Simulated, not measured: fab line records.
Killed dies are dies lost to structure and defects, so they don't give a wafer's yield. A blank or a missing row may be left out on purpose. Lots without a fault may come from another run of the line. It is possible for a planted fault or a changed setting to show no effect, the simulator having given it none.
fab line records	flow berkeleyCmos170	part 1 of 2: steps 1 to 31 of 42
record lots=5	wafers=15	lastDay=11
route steps=331 shown NLDD@166 SPACER@171 PSD@175 NSD@187 BACKSIDE@199 SDANNEAL@204
lots that met no fault: taken from a fault-free run of the same line
startH: start of the lot's first displayed wafer, in hours after the record's first day	waitH: how many hours have passed since the lot's step before this one	" repeats the value in the row above	L1.1+2: a single row standing in for several wafers	- no value, or no start was given	* or withheld: withheld	< > ~ a bound
route shown NAME@n: names a module that has steps shown in the file, with the first one's number in the route	usual: mean and standard deviation over wafers with no fault	same: alike in all rows	chamber/n: place in a boat	sites: the reading at each site	_std_site: standard deviation across them	_edge_site: the outer-site mean with the inner-site mean subtracted	radiusMm: how far each site lies from the wafer's centre	mask NAME#n: copy n	behind: the most recent tool/chamber to have shaped the wafer	hold: reason for holding the lot/hours on hold/outcome of the hold	device: the transistor (n, p or np) that didn't switch	end of line: tests run on the same wafers once the route is complete	a step with no rows: only its recipe	killed: not the wafer's yield, but the dies lost to structure and defects at the first sort	map: a wafer's dies, marking killed ones x, the rest . and places with no die _
set.NAME: the setting the step ran with; set.NAME@STEP: the setting that earlier step ran with	model.NAME: the simulator's own value behind a step, which no gauge read
lots at some steps of the route; a table a step, a row a wafer
services: the hour from which a tool's chamber was out of use, counted from the record's first day as startH (under 0 if before that day), plus the number of hours and why
## steps
# step UCB170_NLDD_IMPLANT_08
# recipe species=As	doseCm2=5e+13	energyKev=30	tiltDeg=7	rotationDeg=0
lot.wafer	tool	chamber	startH	waitH
L077.1+2+3	implanter-01	0	129.40	0.0
L081.1+2+6	implanter-02	0	162.43	0.0
L088.1+2+6	implanter-04	0	183.60	0.0
L087.1+3+4	implanter-01	0	184.05	0.0
L094.3+4+5	implanter-02	0	222.70	0.1
# step UCB170_NLDD_IMPLANT_09
# recipe species=As	doseCm2=5e+13	energyKev=30	tiltDeg=7	rotationDeg=180
lot.wafer	tool	chamber	startH	waitH
L077.1+2+3	implanter-01	0	129.55	0.1
L081.1+2+6	implanter-02	0	162.58	0.1
L088.1+2+6	implanter-04	0	183.75	0.1
L087.1+3+4	implanter-01	0	184.20	0.1
L094.3+4+5	implanter-02	0	222.85	0.1
# step UCB170_NLDD_STRIP_10
# recipe chemistry=O2	powerW=400	pressureMtorr=3500	platenTempC=withheld	o2FlowSccm=400	overashFraction=0.5
# usual drypumpMotorCurrentA=5.8/0.49	oesProductAu=0.734/0.0039	stripTimeToEndpointS=21.61/0.076
lot.wafer	tool	chamber	startH	waitH	drypumpMotorCurrentA	oesProductAu	rfHoursCounterH	stripTimeToEndpointS
L077.1	plasmaAsher-01	0	129.70	0.1	6.5	0.738	1	21.65
L077.2	"	1	"	"	5.6	0.728	1	21.65
L077.3	"	0	"	"	6.6	0.736	-	21.63
L081.1	plasmaAsher-01	1	162.73	0.1	5.6	0.730	6	21.58
L081.2	"	0	"	"	6.6	0.738	6	21.52
L081.6	"	1	"	"	5.6	0.731	-	21.52
L088.1	plasmaAsher-04	0	183.90	0.1	5.9	0.738	48	21.69
L088.2	"	1	"	"	4.8	0.727	48	21.66
L088.6	"	1	"	"	4.8	0.729	-	21.62
L087.1	plasmaAsher-01	0	184.35	0.1	6.6	0.730	8	21.55
L087.3	"	0	"	"	6.6	0.736	-	21.60
L087.4	"	1	"	"	5.6	0.732	-	21.60
L094.3	plasmaAsher-02	1	222.98	0.1	5.9	0.734	-	21.47
L094.4	"	0	"	"	5.6	0.738	-	21.58
L094.5	"	1	"	"	5.9	0.735	-	21.52
# step UCB170_NLDD_TW_MEAS_11
# usual NLDD_TW=2221/14
lot.wafer	tool	chamber	startH	waitH	NLDD_TW
L077.1	filmMetro-02	-	129.80	0.1	2244
L077.2	"	-	"	"	2242
L077.3	"	-	"	"	2222
L081.1	filmMetro-03	-	162.83	0.1	2225
L081.2	"	-	"	"	2227
L081.6	"	-	"	"	2224
L088.1	filmMetro-03	-	184.00	0.1	2220
L088.2	"	-	"	"	2228
L088.6	"	-	"	"	2219
L087.1	filmMetro-03	-	184.45	0.1	2229
L087.3	"	-	"	"	2223
L087.4	"	-	"	"	2220
L094.3	filmMetro-04	-	223.07	0.1	2186
L094.4	"	-	"	"	2183
L094.5	"	-	"	"	2188
# step UCB170_NLDD_CLEAN_12
# recipe chemistry=SPM	tempC=120	timeS=600
# same timeS=600
lot.wafer	tool	chamber	startH	waitH
L077.1+2+3	wetBench-04	1	129.86	0.1
L081.1+2+6	wetBench-01	2	162.89	0.1
L088.1+2+6	wetBench-04	3	184.15	0.1
L087.1+3+4	wetBench-04	1	184.51	0.1
L094.3+4+5	wetBench-04	2	223.11	0.0
# step UCB170_SPACER_CVD_00
# recipe material=SiO2	targetThkNm=376	tempC=390	precursor=TEOS/O2	timeS=47	rfW=550	pressureMtorr=9000
# usual heaterPowerW=259/40	pressureMtorr=9000/19
# same timeS=47
lot.wafer	tool	chamber	startH	waitH	heaterPowerW	pressureMtorr
L077.1	pecvd-04	2	130.04	0.0	291	9001
L077.2	"	1	"	"	211	9006
L077.3	"	0	"	"	326	9032
L081.1	pecvd-04	0	163.07	0.0	269	9015
L081.2	"	1	"	"	233	8996
L081.6	"	1	"	"	245	9032
L088.1	pecvd-03	0	184.32	0.0	264	9026
L088.2	"	1	"	"	222	9009
L088.6	"	1	"	"	231	8995
L087.1	pecvd-02	0	184.69	0.0	204	9009
L087.3	"	2	"	"	353	8990
L087.4	"	0	"	"	216	9001
L094.3	pecvd-04	0	223.29	0.0	299	8999
L094.4	"	2	"	"	268	8989
L094.5	"	0	"	"	304	8997
# step UCB170_SPACER_THK_MEAS_01
# recipe reads=SiO2_of_SPACER_CVD_00
# usual SPACER_TEOS_THK=376/5.5
lot.wafer	tool	chamber	startH	waitH	SPACER_TEOS_THK[nm]
L077.1	filmMetro-01	-	130.08	0.0	368
L077.2	"	-	"	"	369
L077.3	"	-	"	"	376
L081.1	filmMetro-03	-	163.11	0.0	378
L081.2	"	-	"	"	374
L081.6	"	-	"	"	375
L088.1	filmMetro-02	-	184.37	0.0	372
L088.2	"	-	"	"	370
L088.6	"	-	"	"	376
L087.1	filmMetro-01	-	184.73	0.0	374
L087.3	"	-	"	"	374
L087.4	"	-	"	"	377
L094.3	filmMetro-02	-	223.35	0.0	371
L094.4	"	-	"	"	380
L094.5	"	-	"	"	383
# step UCB170_SPACER_ANNEAL_02
# recipe tempC=900	timeS=1800	ambient=N2
# usual spikeTcSourceC=922.5/1.7	tube_center_temp_C_max=902.3/0.33	zonePowerCentrePct=41.6/2.5
# same timeS=1800
lot.wafer	tool	chamber	startH	waitH	spikeTcSourceC	tube_center_temp_C_max	zonePowerCentrePct
L077.1	furnace-02	0	130.48	0.4	924.5	902.1	43.3
L077.2	"	0	"	"	922.2	902.3	42.2
L077.3	"	0	"	"	922.5	902.3	43.2
L081.1	furnace-01	0	164.79	1.7	919.9	902.3	37.6
L081.2	"	0	"	"	920.1	902.4	38.3
L081.6	"	0	"	"	920.5	902.0	37.6
L087.1	furnace-02	0	188.20	3.5	922.2	902.1	42.7
L087.3	"	0	"	"	923.7	902.1	42.3
L087.4	"	0	"	"	921.2	902.2	42.4
L088.1	furnace-02	0	188.20	3.8	922.7	902.5	43.3
L088.2	"	0	"	"	921.8	902.5	42.6
L088.6	"	0	"	"	922.6	902.3	43.1
L094.3	furnace-01	0	226.05	2.7	920.9	902.3	38.1
L094.4	"	0	"	"	918.8	902.0	38.4
L094.5	"	0	"	"	921.2	902.1	37.5
# step UCB170_SPACER_ETCHBACK_03
# recipe stopOn=Si	target=SiO2	chemistry=CHF3/CF4/Ar	CHF3_flow_sccm=50	cf4FlowSccm=10	Ar_flow_sccm=120	pressureMtorr=200	rfW=500	targetDepthA=3760	timeS=100
# usual drypumpMotorCurrentA=5.7/0.54	oesProductAu=0.899/0.016	throttleValvePct=6.48/0.098
# same timeS=100
lot.wafer	tool	chamber	startH	waitH	drypumpMotorCurrentA	oesProductAu	rfHoursCounterH	throttleValvePct
L077.1	rieDiel-03	0	131.98	0.0	5.5	0.903	9	6.57
L077.2	"	3	"	"	4.9	0.901	42	6.65
L077.3	"	2	"	"	6.2	0.897	153	6.31
L081.1	rieDiel-01	2	166.29	0.0	5.6	0.884	19	6.55
L081.2	"	0	"	"	6.5	0.901	20	6.48
L081.6	"	0	"	"	6.6	0.901	-	6.47
L087.1	rieDiel-03	2	189.70	0.0	6.2	0.886	0	6.33
L087.3	"	3	"	"	4.9	0.909	45	6.64
L087.4	"	1	"	"	5.9	0.880	-	6.45
L088.1	rieDiel-04	0	189.70	0.0	6.8	0.886	24	6.37
L088.2	"	1	"	"	5.4	0.871	11	6.44
L088.6	"	0	"	"	6.7	0.892	-	6.35
L094.3	rieDiel-04	1	227.55	0.0	5.4	0.875	13	6.46
L094.4	"	2	"	"	5.8	0.885	28	6.55
L094.5	"	1	"	"	5.4	0.895	-	6.43
# step UCB170_PSD_HMDS_00
# recipe primeTimeS=60	primeTempC=100
# usual primeTempC=99.99/0.14
lot.wafer	tool	chamber	startH	waitH	primeTempC
L077.1	lithoTrack-04	0	132.05	0.0	99.85
L077.2	"	0	"	"	100.01
L077.3	"	0	"	"	99.91
L081.1	lithoTrack-03	0	166.54	0.2	100.05
L081.2	"	0	"	"	100.02
L081.6	"	0	"	"	100.12
L087.1	lithoTrack-03	0	189.77	0.0	99.97
L087.3	"	0	"	"	99.89
L087.4	"	0	"	"	100.18
L088.1	lithoTrack-04	0	189.77	0.0	100.04
L088.2	"	0	"	"	100.13
L088.6	"	0	"	"	100.07
L094.3	lithoTrack-04	0	227.68	0.1	99.79
L094.4	"	0	"	"	99.76
L094.5	"	0	"	"	99.93
# step UCB170_PSD_COAT_01
# recipe resist=KrF	spinRpm=1500	resistThkNm=887.2
lot.wafer	tool	chamber	startH	waitH
L077.1+2+3	lithoTrack-04	0	132.20	0.1
L081.1+2+6	lithoTrack-03	0	166.69	0.1
L087.1+3+4	lithoTrack-03	0	189.92	0.1
L088.1+2+6	lithoTrack-04	0	189.92	0.1
L094.3+4+5	lithoTrack-04	0	227.83	0.1
# step UCB170_PSD_SOFTBAKE_02
# recipe resist=KrF	tempC=130	timeS=60
# same timeS=60
lot.wafer	tool	chamber	startH	waitH
L077.1+2+3	lithoTrack-04	0	132.35	0.1
L081.1+2+6	lithoTrack-03	0	166.84	0.1
L087.1+3+4	lithoTrack-03	0	190.07	0.1
L088.1+2+6	lithoTrack-04	0	190.07	0.1
L094.3+4+5	lithoTrack-04	0	227.98	0.1
# step UCB170_PSD_EXPOSE_03
# recipe maskId=PSELECT_MOD	na=0.5	sigmaOuter=0.6	sourceShape=conventional	targetCdNm=1200	doseMj=30
# same sigmaOuter=0.6
lot.wafer	tool	chamber	startH	waitH	mask
L077.1+2+3	krfScanner-02	0	132.63	0.2	PSELECT_MOD#0
L081.1+2+6	krfScanner-01	0	167.14	0.3	PSELECT_MOD#0
L088.1+2+6	krfScanner-01	0	190.35	0.2	PSELECT_MOD#0
L087.1+3+4	krfScanner-02	0	190.59	0.5	PSELECT_MOD#0
L094.3+4+5	krfScanner-01	0	228.47	0.5	PSELECT_MOD#0
# step UCB170_PSD_PEB_04
# recipe pebTempC=130	pebTimeS=withheld	resist=KrF
lot.wafer	tool	chamber	startH	waitH
L077.1+2+3	lithoTrack-01	0	132.74	0.1
L081.1+2+6	lithoTrack-04	0	167.46	0.3
L088.1+2+6	lithoTrack-01	0	190.47	0.1
L087.1+3+4	lithoTrack-03	0	190.71	0.1
L094.3+4+5	lithoTrack-04	0	228.85	0.4
# step UCB170_PSD_DEVELOP_05
# recipe developer=TMAH	developTimeS=45	resist=KrF	devTempC=21
lot.wafer	tool	chamber	startH	waitH
L077.1+2+3	lithoTrack-01	0	-	-
L081.1+2+6	lithoTrack-04	0	-	-
L088.1+2+6	lithoTrack-01	0	-	-
L087.1+3+4	lithoTrack-03	0	-	-
L094.3+4+5	lithoTrack-04	0	-	-
# step UCB170_PSD_CD_MEAS_06
# recipe targetCdNm=1200
# usual cdNm=1199.9/1.6
lot.wafer	tool	chamber	startH	waitH	cdNm
L077.1	cdSem-02	-	133.02	-	1201.6
L077.2	"	-	"	"	1202.2
L077.3	"	-	"	"	1204.1
L081.1	cdSem-02	-	167.74	-	1199.9
L081.2	"	-	"	"	1199.3
L081.6	"	-	"	"	1201.1
L088.1	cdSem-01	-	190.74	-	1200.4
L088.2	"	-	"	"	1201.7
L088.6	"	-	"	"	1198.2
L087.1	cdSem-01	-	190.98	-	1202.0
L087.3	"	-	"	"	1202.3
L087.4	"	-	"	"	1202.1
L094.3	cdSem-01	-	229.12	-	1200.0
L094.4	"	-	"	"	1199.3
L094.5	"	-	"	"	1199.0
# step UCB170_PSD_OVL_MEAS_07
# usual PSD_OVL=-2/6.2
lot.wafer	tool	chamber	startH	waitH	PSD_OVL[nm]
L077.1	overlay-01	-	133.14	0.1	-2
L077.2	"	-	"	"	-2
L077.3	"	-	"	"	-5
L081.1	overlay-01	-	167.86	0.1	11
L081.2	"	-	"	"	0
L081.6	"	-	"	"	-10
L088.1	overlay-01	-	190.86	0.1	-8
L088.2	"	-	"	"	-5
L088.6	"	-	"	"	-2
L087.1	overlay-01	-	191.10	0.1	0
L087.3	"	-	"	"	2
L087.4	"	-	"	"	1
L094.3	overlay-01	-	229.21	0.1	-13
L094.4	"	-	"	"	-7
L094.5	"	-	"	"	-8
# step UCB170_PSD_IMPLANT_08
# recipe species=B	doseCm2=3e+15	energyKev=20	tiltDeg=7
lot.wafer	tool	chamber	startH	waitH
L077.1+2+3	implanter-02	0	133.17	0.0
L081.1+2+6	implanter-02	0	167.89	0.0
L088.1+2+6	implanter-04	0	190.90	0.0
L087.1+3+4	implanter-02	0	191.14	0.0
L094.3+4+5	implanter-03	0	229.28	0.1
# step UCB170_PSD_STRIP_09
# recipe chemistry=O2	powerW=400	pressureMtorr=3500	platenTempC=withheld	o2FlowSccm=400	overashFraction=0.5
# usual drypumpMotorCurrentA=5.9/0.48	oesProductAu=0.599/0.0047	stripTimeToEndpointS=29.11/0.083
lot.wafer	tool	chamber	startH	waitH	drypumpMotorCurrentA	oesProductAu	rfHoursCounterH	stripTimeToEndpointS
L077.1	plasmaAsher-01	1	133.32	0.1	5.6	0.603	1	29.00
L077.2	"	0	"	"	6.5	0.598	1	28.91
L077.3	"	1	"	"	5.6	0.597	-	28.97
L081.1	plasmaAsher-01	1	168.04	0.1	5.6	0.597	6	29.05
L081.2	"	0	"	"	6.6	0.605	6	29.12
L081.6	"	0	"	"	6.5	0.599	-	29.07
L088.1	plasmaAsher-01	0	191.05	0.1	6.6	0.603	9	29.14
L088.2	"	1	"	"	5.6	0.600	9	29.03
L088.6	"	1	"	"	5.7	0.593	-	29.07
L087.1	plasmaAsher-03	0	191.29	0.1	6.0	0.595	51	29.19
L087.3	"	0	"	"	6.1	0.590	-	29.08
L087.4	"	1	"	"	5.7	0.600	-	29.05
L094.3	plasmaAsher-04	1	229.42	0.1	4.8	0.601	-	28.97
L094.4	"	0	"	"	5.9	0.606	-	28.97
L094.5	"	0	"	"	5.9	0.592	-	29.00
# step UCB170_PSD_TW_MEAS_10
# usual PSD_TW=2318/19
lot.wafer	tool	chamber	startH	waitH	PSD_TW
L077.1	filmMetro-02	-	133.42	0.1	2340
L077.2	"	-	"	"	2344
L077.3	"	-	"	"	2341
L081.1	filmMetro-02	-	168.14	0.1	2339
L081.2	"	-	"	"	2331
L081.6	"	-	"	"	2337
L088.1	filmMetro-03	-	191.15	0.1	2338
L088.2	"	-	"	"	2340
L088.6	"	-	"	"	2335
L087.1	filmMetro-03	-	191.39	0.1	2338
L087.3	"	-	"	"	2337
L087.4	"	-	"	"	2340
L094.3	filmMetro-04	-	229.50	0.1	2303
L094.4	"	-	"	"	2277
L094.5	"	-	"	"	2291
# step UCB170_PSD_CLEAN_11
# recipe chemistry=SPM	tempC=120	timeS=600
# same timeS=600
lot.wafer	tool	chamber	startH	waitH
L077.1+2+3	wetBench-04	3	134.57	1.1
L081.1+2+6	wetBench-04	1	168.35	0.2
L088.1+2+6	wetBench-04	2	191.25	0.1
L087.1+3+4	wetBench-04	2	191.45	0.1
L094.3+4+5	wetBench-04	3	230.29	0.8
# step UCB170_NSD_HMDS_00
# recipe primeTimeS=60	primeTempC=100
# usual primeTempC=99.98/0.14
lot.wafer	tool	chamber	startH	waitH	primeTempC
L077.1	lithoTrack-02	0	135.16	0.4	99.87
L077.2	"	0	"	"	99.88
L077.3	"	0	"	"	100.04
L081.1	lithoTrack-01	0	168.53	0.0	100.01
L081.2	"	0	"	"	99.94
L081.6	"	0	"	"	99.99
L088.1	lithoTrack-02	0	191.42	0.0	100.01
L088.2	"	0	"	"	99.99
L088.6	"	0	"	"	99.88
L087.1	lithoTrack-01	0	191.62	0.0	99.92
L087.3	"	0	"	"	99.81
L087.4	"	0	"	"	99.89
L094.3	lithoTrack-04	0	230.55	0.1	100.22
L094.4	"	0	"	"	100.05
L094.5	"	0	"	"	100.21
# step UCB170_NSD_COAT_01
# recipe resist=KrF	spinRpm=1500	resistThkNm=900
lot.wafer	tool	chamber	startH	waitH
L077.1+2+3	lithoTrack-02	0	135.31	0.1
L081.1+2+6	lithoTrack-01	0	168.68	0.1
L088.1+2+6	lithoTrack-02	0	191.57	0.1
L087.1+3+4	lithoTrack-01	0	191.77	0.1
L094.3+4+5	lithoTrack-04	0	230.70	0.1
# step UCB170_NSD_SOFTBAKE_02
# recipe resist=KrF	tempC=130	timeS=60
# same timeS=60
lot.wafer	tool	chamber	startH	waitH
L077.1+2+3	lithoTrack-02	0	135.46	0.1
L081.1+2+6	lithoTrack-01	0	168.83	0.1
L088.1+2+6	lithoTrack-02	0	191.72	0.1
L087.1+3+4	lithoTrack-01	0	191.92	0.1
L094.3+4+5	lithoTrack-04	0	230.85	0.1
# step UCB170_NSD_EXPOSE_03
# recipe maskId=NSELECT_MOD	na=0.5	sigmaOuter=0.6	sourceShape=conventional	targetCdNm=1200	doseMj=30.35
# same sigmaOuter=0.6
lot.wafer	tool	chamber	startH	waitH	mask
L077.1+2+3	krfScanner-02	0	135.61	0.1	NSELECT_MOD#0
L081.1+2+6	krfScanner-01	0	169.10	0.2	NSELECT_MOD#0
L088.1+2+6	krfScanner-01	0	192.00	0.2	NSELECT_MOD#0
L087.1+3+4	krfScanner-02	0	192.24	0.3	NSELECT_MOD#0
L094.3+4+5	krfScanner-02	0	231.23	0.4	NSELECT_MOD#0
# step UCB170_NSD_PEB_04
# recipe pebTempC=130	pebTimeS=withheld	resist=KrF
lot.wafer	tool	chamber	startH	waitH
L077.1+2+3	lithoTrack-01	0	135.92	0.3
L081.1+2+6	lithoTrack-02	0	169.24	0.1
L088.1+2+6	lithoTrack-04	0	192.25	0.2
L087.1+3+4	lithoTrack-02	0	192.35	0.1
L094.3+4+5	lithoTrack-02	0	231.90	0.7
# step UCB170_NSD_DEVELOP_05
# recipe developer=TMAH	developTimeS=45	resist=KrF	devTempC=21
lot.wafer	tool	chamber	startH	waitH
L077.1+2+3	lithoTrack-01	0	-	-
L081.1+2+6	lithoTrack-02	0	-	-
L088.1+2+6	lithoTrack-04	0	-	-
L087.1+3+4	lithoTrack-02	0	-	-
L094.3+4+5	lithoTrack-02	0	-	-
# step UCB170_NSD_CD_MEAS_06
# recipe targetCdNm=1200
# usual cdNm=1200.0/1.4
lot.wafer	tool	chamber	startH	waitH	cdNm
L077.1	cdSem-01	-	136.20	-	1200.9
L077.2	"	-	"	"	1200.1
L077.3	"	-	"	"	1200.3
L081.1	cdSem-01	-	169.51	-	1199.6
L081.2	"	-	"	"	1198.0
L081.6	"	-	"	"	1198.2
L088.1	cdSem-01	-	192.53	-	1200.3
L088.2	"	-	"	"	1200.2
L088.6	"	-	"	"	1200.0
L087.1	cdSem-02	-	192.63	-	1199.5
L087.3	"	-	"	"	1200.6
L087.4	"	-	"	"	1199.7
L094.3	cdSem-02	-	232.16	-	1200.9
L094.4	"	-	"	"	1199.4
L094.5	"	-	"	"	1199.8
# step UCB170_NSD_OVL_MEAS_07
# usual NSD_OVL=5/5.2
lot.wafer	tool	chamber	startH	waitH	NSD_OVL[nm]
L077.1	overlay-01	-	136.32	0.1	4
L077.2	"	-	"	"	10
L077.3	"	-	"	"	0
L081.1	overlay-02	-	169.63	0.1	-3
L081.2	"	-	"	"	2
L081.6	"	-	"	"	-3
L088.1	overlay-02	-	192.65	0.1	1
L088.2	"	-	"	"	5
L088.6	"	-	"	"	7
L087.1	overlay-01	-	192.75	0.1	12
L087.3	"	-	"	"	2
L087.4	"	-	"	"	4
L094.3	overlay-01	-	232.25	0.1	9
L094.4	"	-	"	"	7
L094.5	"	-	"	"	5
# step UCB170_NSD_IMPLANT_08
# recipe species=P	doseCm2=3e+15	energyKev=40	tiltDeg=7
lot.wafer	tool	chamber	startH	waitH
L077.1+2+3	implanter-02	0	136.35	0.0
L081.1+2+6	implanter-02	0	169.67	0.0
L088.1+2+6	implanter-01	0	192.69	0.0
L087.1+3+4	implanter-02	0	192.79	0.0
L094.3+4+5	implanter-01	0	232.33	0.1
# step UCB170_NSD_STRIP_09
# recipe chemistry=O2	powerW=400	pressureMtorr=3500	platenTempC=withheld	o2FlowSccm=400	overashFraction=0.5
# usual drypumpMotorCurrentA=5.9/0.32	oesProductAu=0.533/0.004	stripTimeToEndpointS=35.83/0.069
lot.wafer	tool	chamber	startH	waitH	drypumpMotorCurrentA	oesProductAu	rfHoursCounterH	stripTimeToEndpointS
L077.1	plasmaAsher-03	0	136.50	0.1	6.1	0.534	44	35.93
L077.2	"	1	"	"	5.7	0.534	44	35.85
L077.3	"	0	"	"	6.1	0.531	-	35.92
L081.1	plasmaAsher-01	1	169.82	0.1	5.7	0.534	6	35.86
L081.2	"	0	"	"	6.6	0.537	6	35.91
L081.6	"	1	"	"	5.6	0.537	-	35.84
L088.1	plasmaAsher-02	0	192.84	0.1	5.5	0.524	43	35.85
L088.2	"	1	"	"	5.9	0.526	43	35.86
L088.6	"	1	"	"	5.9	0.532	-	35.81
L087.1	plasmaAsher-01	1	192.94	0.1	5.6	0.528	9	35.74
L087.3	"	0	"	"	6.5	0.531	-	35.65
L087.4	"	1	"	"	5.6	0.537	-	35.71
L094.3	plasmaAsher-03	0	232.46	0.1	6.0	0.530	-	35.83
L094.4	"	1	"	"	5.7	0.530	-	35.84
L094.5	"	1	"	"	5.7	0.537	-	35.77
